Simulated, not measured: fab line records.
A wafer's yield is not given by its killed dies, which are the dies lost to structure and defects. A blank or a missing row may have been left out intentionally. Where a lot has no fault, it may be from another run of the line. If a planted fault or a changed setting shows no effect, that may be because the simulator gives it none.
fab line records ; flow rit_cmos
record: lots: 14; wafers: 42; last_day: 8
route steps=202 shown GATE@81 M1@202
lots with no fault: from the same line, run without faults
start_h: start of the lot's first displayed wafer, in hours after the record's first day ; wait_h: time in hours since the lot's previous step ; " repeats the value in the row above ; L1.1+2: several wafers, shown together as one row ; - either no value or no given start ; * or withheld: withheld ; < > ~ a bound
route shown NAME@n: a module of which the file shows steps, and the number in the route of the first ; usual: mean/standard deviation of fault-free wafers ; same: alike in all rows ; chamber/n: place in a boat ; sites: per-site readings ; _std_site: how widely they spread, as a standard deviation ; _edge_site: inner sites' mean taken away from outer sites' mean ; radius_mm: for every site, how far away it sits from the centre of the wafer ; mask NAME#n: copy n ; behind: the last tool/chamber to shape the wafer ; hold: what put the lot on hold/how long, in hours/how the hold closed ; device: names the non-switching transistor (n, p or np) ; end of line: the route-end tests of the same wafers ; where a step has no rows: the recipe by itself ; killed: at the first sort, the dies lost to defects and structure; wafer yield is something else ; map: shows each die of a wafer: x if killed, . if not, _ if none is there
set.NAME: the setting the step ran with; set.NAME@STEP: the setting that earlier step ran with ; model.NAME: the simulator's own value behind a step, which no gauge read
one table for each step of the route and one row for each wafer, over a sample of lots
services: the hour from which a tool's chamber was out of use, counted from the record's first day as start_h (under 0 if before that day), plus the number of hours and why
== steps ==
step: RIT_GATE_OXIDATION_05
recipe: temp_c: 900; ambient: O2; target_thk_a: 30; ox_time_s: 270
usual: ox_temp_c: 900.0/0.38; ox_time_s: 270/0; zone_power_centre_pct: 43/3.7
lot.wafer;tool;chamber;start_h;wait_h;ox_temp_c;ox_time_s;zone_power_centre_pct
L968.3;furnace-02;0;32.05;0.2;899.2;270;39
L968.4;furnace-02;0;32.05;0.2;899.6;270;38
L968.6;furnace-02;0;32.05;0.2;899.1;270;38
L970.1;furnace-01;0;42.59;0.1;898.9;270;45
L970.2;furnace-01;0;42.59;0.1;899.9;270;45
L970.6;furnace-01;0;42.59;0.1;899.6;270;45
L972.1;furnace-04;0;53.20;0.7;899.8;270;47
L972.4;furnace-04;0;53.20;0.7;900.6;270;48
L972.6;furnace-04;0;53.20;0.7;900.0;270;47
L973.3;furnace-02;0;57.56;0.3;900.5;270;39
L973.4;furnace-02;0;57.56;0.3;899.9;270;39
L973.5;furnace-02;0;57.56;0.3;900.1;270;39
L976.1;furnace-01;0;73.43;0.7;900.0;270;44
L976.2;furnace-01;0;73.43;0.7;899.8;270;44
L976.4;furnace-01;0;73.43;0.7;899.7;270;45
L977.2;furnace-02;0;78.93;0.0;899.5;270;38
L977.4;furnace-02;0;78.93;0.0;899.4;270;38
L977.6;furnace-02;0;78.93;0.0;899.8;270;39
L978.3;furnace-02;0;82.19;0.2;900.2;270;38
L978.4;furnace-02;0;82.19;0.2;900.2;270;39
L978.6;furnace-02;0;82.19;0.2;900.1;270;39
L979.4;furnace-01;0;87.39;0.0;899.3;270;44
L979.5;furnace-01;0;87.39;0.0;899.2;270;45
L979.6;furnace-01;0;87.39;0.0;900.1;270;44
L981.2;furnace-04;0;97.53;0.1;900.1;270;48
L981.3;furnace-04;0;97.53;0.1;899.7;270;47
L981.5;furnace-04;0;97.53;0.1;899.8;270;48
L982.1;furnace-02;0;102.63;0.1;899.3;391.5;39
L982.2;furnace-02;0;102.63;0.1;900.0;391.5;38
L982.5;furnace-02;0;102.63;0.1;900.4;391.5;39
L984.3;furnace-04;0;113.54;0.0;900.6;270;47
L984.4;furnace-04;0;113.54;0.0;900.1;270;48
L984.5;furnace-04;0;113.54;0.0;900.2;270;48
L986.3;furnace-01;0;122.78;0.0;899.9;270;44
L986.5;furnace-01;0;122.78;0.0;900.3;270;45
L986.6;furnace-01;0;122.78;0.0;900.3;270;44
L987.1;furnace-02;0;127.81;0.1;900.9;391.5;38
L987.4;furnace-02;0;127.81;0.1;900.0;391.5;39
L987.6;furnace-02;0;127.81;0.1;900.4;391.5;39
L991.3;furnace-01;0;152.33;1.0;900.1;270;45
L991.4;furnace-01;0;152.33;1.0;899.9;270;44
L991.6;furnace-01;0;152.33;1.0;899.6;270;44
step: RIT_GATE_THK_MEAS_07
recipe: reads: SiO2_of_GATE_OXIDATION_05
usual: GATE_OXIDE_THK: 3.00/0.054
lot.wafer;tool;chamber;start_h;wait_h;GATE_OXIDE_THK[nm]
L968.3;film_metro-03;-;33.40;0.0;3.00
L968.4;film_metro-03;-;33.40;0.0;3.05
L968.6;film_metro-03;-;33.40;0.0;3.03
L970.1;film_metro-04;-;43.91;0.0;3.05
L970.2;film_metro-04;-;43.91;0.0;3.07
L970.6;film_metro-04;-;43.91;0.0;3.08
L972.1;film_metro-03;-;57.07;0.0;3.13
L972.4;film_metro-03;-;57.07;0.0;3.05
L972.6;film_metro-03;-;57.07;0.0;3.02
L973.3;film_metro-03;-;58.91;0.0;2.99
L973.4;film_metro-03;-;58.91;0.0;2.99
L973.5;film_metro-03;-;58.91;0.0;3.04
L976.1;film_metro-03;-;74.75;0.0;3.03
L976.2;film_metro-03;-;74.75;0.0;2.99
L976.4;film_metro-03;-;74.75;0.0;3.08
L977.2;film_metro-04;-;80.26;0.0;2.90
L977.4;film_metro-04;-;80.26;0.0;2.98
L977.6;film_metro-04;-;80.26;0.0;2.90
L978.3;film_metro-03;-;83.53;0.0;2.94
L978.4;film_metro-03;-;83.53;0.0;2.91
L978.6;film_metro-03;-;83.53;0.0;2.95
L979.4;film_metro-03;-;89.12;0.0;3.03
L979.5;film_metro-03;-;89.12;0.0;2.98
L979.6;film_metro-03;-;89.12;0.0;2.94
L981.2;film_metro-04;-;98.86;0.0;3.03
L981.3;film_metro-04;-;98.86;0.0;2.99
L981.5;film_metro-04;-;98.86;0.0;2.98
L982.1;film_metro-01;-;103.95;0.0;4.04
L982.2;film_metro-01;-;103.95;0.0;4.05
L982.5;film_metro-01;-;103.95;0.0;3.99
L984.3;film_metro-01;-;114.88;0.0;2.91
L984.4;film_metro-01;-;114.88;0.0;2.91
L984.5;film_metro-01;-;114.88;0.0;2.88
L986.3;film_metro-03;-;124.13;0.0;3.02
L986.5;film_metro-03;-;124.13;0.0;3.00
L986.6;film_metro-03;-;124.13;0.0;2.98
L987.1;film_metro-01;-;129.14;0.0;4.05
L987.4;film_metro-01;-;129.14;0.0;4.01
L987.6;film_metro-01;-;129.14;0.0;4.10
L991.3;film_metro-01;-;153.67;0.0;2.94
L991.4;film_metro-01;-;153.67;0.0;3.02
L991.6;film_metro-01;-;153.67;0.0;3.02
step: RIT_M1_PROBE_99
usual: killed_at_contacts: 0.1/0.31; killed_at_front_end: 6.3/3; killed_dies: 6.4/3; killed_on_rim: 1.7/1.3; killed_open: 3/1.9; killed_short: 3.4/1.9
same: gross_dies: 264; killed_at_M0_to_M3: 0; killed_at_M4_up: 0; killed_at_back_side: 0; killed_at_other: 0
lot.wafer;tool;chamber;start_h;wait_h;killed_at_contacts;killed_at_front_end;killed_dies;killed_on_rim;killed_open;killed_short
L968.3;prober-01;-;56.61;0.2;0;6;6;2;4;2
L968.4;prober-01;-;56.66;0.2;0;9;9;4;4;5
L968.6;prober-01;-;56.76;0.2;1;4;5;1;4;1
L970.1;prober-01;-;68.44;0.1;0;8;8;1;3;5
L970.2;prober-01;-;68.49;0.1;0;6;6;2;3;3
L970.6;prober-01;-;68.69;0.2;0;7;7;4;1;6
L972.1;prober-01;-;80.64;0.1;0;4;4;2;0;4
L972.4;prober-01;-;80.79;0.2;0;7;7;1;3;4
L972.6;prober-01;-;80.89;0.2;1;4;5;2;2;3
L973.3;prober-02;-;83.29;0.2;0;6;6;1;3;3
L973.4;prober-02;-;83.34;0.2;0;6;6;3;2;4
L973.5;prober-02;-;83.39;0.2;0;5;5;2;2;3
L976.1;prober-01;-;97.59;0.1;0;7;7;1;1;5
L976.2;prober-01;-;97.64;0.1;0;10;10;6;7;3
L976.4;prober-01;-;97.74;0.2;0;7;7;2;2;5
L977.2;prober-02;-;104.21;0.1;0;3;3;0;1;2
L977.4;prober-02;-;104.31;0.2;0;3;3;2;3;0
L977.6;prober-02;-;104.41;0.2;0;4;4;0;1;3
L978.3;prober-01;-;107.32;0.2;0;8;8;4;4;4
L978.4;prober-01;-;107.37;0.2;0;11;11;3;5;6
L978.6;prober-01;-;107.47;0.2;0;10;10;2;4;6
L979.4;prober-02;-;113.97;0.2;0;7;7;1;2;5
L979.5;prober-02;-;114.02;0.2;0;9;9;5;5;4
L979.6;prober-02;-;114.07;0.2;0;3;3;1;1;2
L981.2;prober-02;-;124.92;0.1;0;5;5;3;2;3
L981.3;prober-02;-;124.97;0.2;0;3;3;0;2;1
L981.5;prober-02;-;125.07;0.2;0;9;9;3;3;6
L982.1;prober-01;-;127.88;0.1;0;2;2;0;1;1
L982.2;prober-01;-;127.93;0.1;1;3;4;0;3;1
L982.5;prober-01;-;128.08;0.2;0;10;10;1;6;4
L984.3;prober-01;-;142.39;0.2;0;8;8;1;3;5
L984.4;prober-01;-;142.44;0.2;0;4;4;1;3;1
L984.5;prober-01;-;142.49;0.2;1;5;6;2;3;3
L986.3;prober-01;-;152.73;0.2;1;5;6;2;3;3
L986.5;prober-01;-;152.83;0.2;0;2;2;0;0;2
L986.6;prober-01;-;152.88;0.2;0;11;11;2;4;7
L987.1;prober-02;-;159.59;0.1;0;5;5;1;1;4
L987.4;prober-02;-;159.74;0.2;0;2;2;2;1;1
L987.6;prober-02;-;159.84;0.2;0;7;7;1;3;4
L991.3;prober-02;-;186.53;0.2;0;4;4;1;2;2
L991.4;prober-02;-;186.58;0.2;0;4;4;1;3;1
L991.6;prober-02;-;186.68;0.2;0;2;2;0;2;0
killed by level:class
L968.3 GATE:geometric_particle:open=2 FOX1:geometric_particle:short=1 FOX1:geometric_particle:open=1 GATE:geometric_particle:short=1 SILICIDE:geometric_particle:open=1
L968.4 GATE:geometric_particle:short=4 GATE:geometric_particle:open=2 FOX1:geometric_particle:short=1 FOX1:geometric_particle:open=1 REOX:geometric_particle:open=1
L968.6 GATE:geometric_particle:open=2 FOX2:geometric_particle:open=1 GATE:geometric_particle:short=1 CONTACT:geometric_particle:open=1
L970.1 SPACER:geometric_particle:short=3 SPACER:geometric_particle:open=2 FOX1:geometric_particle:open=1 GATE:geometric_particle:short=1 REOX:geometric_particle:short=1
L970.2 GATE:geometric_particle:open=2 SPACER:geometric_particle:short=2 FOX2:geometric_particle:short=1 SILICIDE:geometric_particle:open=1
L970.6 SPACER:geometric_particle:short=3 GATE:geometric_particle:short=2 GATE:geometric_particle:open=1 REOX:geometric_particle:short=1
L972.1 ACTIVE:geometric_particle:short=1 FOX1:geometric_particle:short=1 REOX:geometric_particle:short=1 SPACER:geometric_particle:short=1
L972.4 FOX2:geometric_particle:short=1 FOX2:geometric_particle:open=1 GATE:geometric_particle:open=1 GATE:geometric_particle:short=1 REOX:geometric_particle:short=1 REOX:geometric_particle:open=1 SILICIDE:geometric_particle:short=1
L972.6 GATE:geometric_particle:open=1 GATE:geometric_particle:short=1 SPACER:geometric_particle:open=1 SILICIDE:geometric_particle:short=1 CONTACT:geometric_particle:short=1
L973.3 GATE:geometric_particle:open=2 GATE:geometric_particle:short=2 FOX1:geometric_particle:open=1 SILICIDE:geometric_particle:short=1
L973.4 FOX1:geometric_particle:short=2 FOX1:geometric_particle:open=1 GATE:geometric_particle:short=1 REOX:geometric_particle:short=1 REOX:geometric_particle:open=1
L973.5 FOX2:geometric_particle:open=1 FOX2:geometric_particle:short=1 GATE:geometric_particle:short=1 SILICIDE:geometric_particle:short=1 SILICIDE:geometric_particle:open=1
L976.1 GATE:geometric_particle:short=2 REOX:geometric_particle:short=2 GATE:geometric_particle:open=1 SILICIDE:geometric_particle:short=1 NLDD:coat_microbubble_printed=1
L976.2 REOX:geometric_particle:open=4 FOX1:geometric_particle:open=1 GATE:geometric_particle:open=1 REOX:geometric_particle:short=1 SPACER:geometric_particle:short=1 SPACER:geometric_particle:open=1 SILICIDE:geometric_particle:short=1
L976.4 FOX1:geometric_particle:short=1 FOX2:geometric_particle:short=1 GATE:geometric_particle:open=1 GATE:geometric_particle:short=1 SPACER:geometric_particle:short=1 SILICIDE:geometric_particle:open=1 SILICIDE:geometric_particle:short=1
L977.2 REOX:geometric_particle:short=1 REOX:geometric_particle:open=1 SPACER:geometric_particle:short=1
L977.4 SPACER:geometric_particle:open=2 FOX1:geometric_particle:open=1
L977.6 SPACER:geometric_particle:short=2 GATE:geometric_particle:open=1 GATE:geometric_particle:short=1
L978.3 FOX2:geometric_particle:short=2 FOX1:geometric_particle:short=1 FOX2:geometric_particle:open=1 GATE:geometric_particle:short=1 GATE:geometric_particle:open=1 REOX:geometric_particle:open=1 SPACER:geometric_particle:open=1
L978.4 GATE:geometric_particle:open=2 REOX:geometric_particle:short=2 SILICIDE:geometric_particle:short=2 FOX1:geometric_particle:open=1 FOX2:geometric_particle:short=1 REOX:geometric_particle:open=1 SPACER:geometric_particle:short=1 SPACER:geometric_particle:open=1
L978.6 GATE:geometric_particle:open=3 FOX2:geometric_particle:short=2 GATE:geometric_particle:short=2 REOX:geometric_particle:open=1 SPACER:geometric_particle:short=1 SILICIDE:geometric_particle:short=1
L979.4 GATE:geometric_particle:short=2 REOX:geometric_particle:short=2 SILICIDE:geometric_particle:open=2 FOX1:geometric_particle:short=1
L979.5 GATE:geometric_particle:open=3 GATE:geometric_particle:short=2 REOX:geometric_particle:short=2 FOX2:geometric_particle:open=1 REOX:geometric_particle:open=1
L979.6 FOX1:geometric_particle:short=1 GATE:geometric_particle:open=1 REOX:geometric_particle:short=1
L981.2 FOX1:geometric_particle:short=1 FOX2:geometric_particle:short=1 GATE:geometric_particle:open=1 GATE:geometric_particle:short=1 REOX:geometric_particle:open=1
L981.3 GATE:geometric_particle:open=1 REOX:geometric_particle:open=1 SILICIDE:geometric_particle:short=1
L981.5 FOX2:geometric_particle:short=2 FOX1:geometric_particle:short=1 FOX1:geometric_particle:open=1 GATE:geometric_particle:short=1 GATE:geometric_particle:open=1 REOX:geometric_particle:open=1 REOX:geometric_particle:short=1 SILICIDE:geometric_particle:short=1
L982.1 FOX1:geometric_particle:open=1 SPACER:geometric_particle:short=1
L982.2 GATE:geometric_particle:open=1 SILICIDE:geometric_particle:short=1 SILICIDE:geometric_particle:open=1 CONTACT:geometric_particle:open=1
L982.5 FOX1:geometric_particle:short=2 SPACER:geometric_particle:open=2 SILICIDE:geometric_particle:open=2 FOX2:geometric_particle:open=1 REOX:geometric_particle:open=1 REOX:geometric_particle:short=1 SILICIDE:geometric_particle:short=1
L984.3 GATE:geometric_particle:short=2 REOX:geometric_particle:short=2 FOX1:geometric_particle:open=1 FOX1:geometric_particle:short=1 GATE:geometric_particle:open=1 SPACER:geometric_particle:open=1
L984.4 REOX:geometric_particle:open=2 GATE:geometric_particle:open=1 REOX:geometric_particle:short=1
L984.5 REOX:geometric_particle:open=2 GATE:geometric_particle:open=1 GATE:geometric_particle:short=1 REOX:geometric_particle:short=1 CONTACT:geometric_particle:short=1
L986.3 GATE:geometric_particle:open=2 GATE:geometric_particle:short=1 REOX:geometric_particle:open=1 SILICIDE:geometric_particle:short=1 CONTACT:geometric_particle:short=1
L986.5 REOX:geometric_particle:short=1 SPACER:geometric_particle:short=1
L986.6 GATE:geometric_particle:short=5 GATE:geometric_particle:open=2 SILICIDE:geometric_particle:short=2 REOX:geometric_particle:open=1 SILICIDE:geometric_particle:open=1
L987.1 GATE:geometric_particle:short=2 SPACER:geometric_particle:short=1 SPACER:geometric_particle:open=1 SILICIDE:geometric_particle:short=1
L987.4 SPACER:geometric_particle:open=1 SPACER:geometric_particle:short=1
L987.6 GATE:geometric_particle:short=3 FOX2:geometric_particle:open=1 FOX2:geometric_particle:short=1 GATE:geometric_particle:open=1 SPACER:geometric_particle:open=1
L991.3 GATE:geometric_particle:open=2 FOX1:geometric_particle:short=1 GATE:geometric_particle:short=1
L991.4 SPACER:geometric_particle:open=3 GATE:geometric_particle:short=1
L991.6 REOX:geometric_particle:open=1 SPACER:geometric_particle:open=1
== services ==
tool;chamber;start_h;hours;kind
furnace-01;-;54.76;3.2;pm
furnace-02;-;97.05;3.2;pm
furnace-02;-;132.05;2.5;pm
furnace-04;-;135.60;2.5;pm
furnace-04;-;146.11;9.7;repair
== key ==
first_sign: step: RIT_GATE_OXIDATION_05; reading: ox_time_s; direction: up; sigmas: 99+; usual: *; struck: *
effect: step: RIT_GATE_THK_MEAS_07; reading: GATE_OXIDE_THK; direction: up; sigmas: 19; usual: 3.00; struck: 4.04
met_at RIT_GATE_OXIDATION_05
struck_lots L982,L987
tester_left_out L982,L987
onset_between 82.19 102.63
fault: kind: process_parameter_drift; tool: furnace-02; chamber: -; onset_h: 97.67; steps: RIT_GATE_OXIDATION_05; channel: ox_time_s; offset: *; shape: step; end_h: 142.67; acts_in: *; stated: *
tester_left_out: of these lots the tester's yield and bins aren't shown, on N5 and GAA mostly nor the transistor test; their killed dies are dies lost to structure and defects alone, not to doping, threshold or leakage, so they don't give the yield
